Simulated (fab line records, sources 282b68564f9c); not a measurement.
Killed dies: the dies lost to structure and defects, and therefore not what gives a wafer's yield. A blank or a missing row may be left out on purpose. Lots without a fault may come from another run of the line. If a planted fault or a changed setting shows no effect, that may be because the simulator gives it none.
What tool caused it?	flow rit-cmos	route of 202 steps, sampled at 1 step: 7 lots, 21 wafers

## WHAT THE GAUGES SHOWED, per wafer
RIT_ACTIVE_CD_MEAS_90 targets a cd of 1400 nm.
lot	measured	on	cd-nm (nm)
L604	day 1 20:38	cd-sem-02	1398.8 1401.7 1399.8
L606	day 2 06:17	cd-sem-01	1399.1 1397.3 1399.5
L609	day 2 21:53	cd-sem-01	1399.3 1402.6 1397.7
L612	day 3 17:37	cd-sem-01	1401.1 1400.7 1399.4
L619	day 4 23:10	cd-sem-02	1397.2 1397.1 1397.4
L622	day 5 14:32	cd-sem-02	1402.8 1402.7 1401.6
L626	day 6 12:30	cd-sem-02	1396.5 1397.7 1399.6

## WHICH TOOL RAN EACH LOT (tool, then ch and the chambers of the sampled wafers, then the start)
Before these readings, the record contains no process step.

## THE ANSWER, worked out from the rows above alone
Rule: the lots themselves supply what counts as usual. The widest of any qualifying gaps counts: lots, ordered by their means at a reading, are off when they make up no more than a third of the lots, leave a main group of 4 or more, and stand apart from it by 3 or more times the standard deviation of that group's means. If all means in a main group match to the digits the tables above print for the reading, that group is not used. A lot without any number at a reading at which 4 lots or more have one is off too. The other lots that the step has rows for count as sound.
Across all readings shown, no lot is off: no conclusion can be drawn from this.

## WHAT THE SIMULATOR HAD INSERTED
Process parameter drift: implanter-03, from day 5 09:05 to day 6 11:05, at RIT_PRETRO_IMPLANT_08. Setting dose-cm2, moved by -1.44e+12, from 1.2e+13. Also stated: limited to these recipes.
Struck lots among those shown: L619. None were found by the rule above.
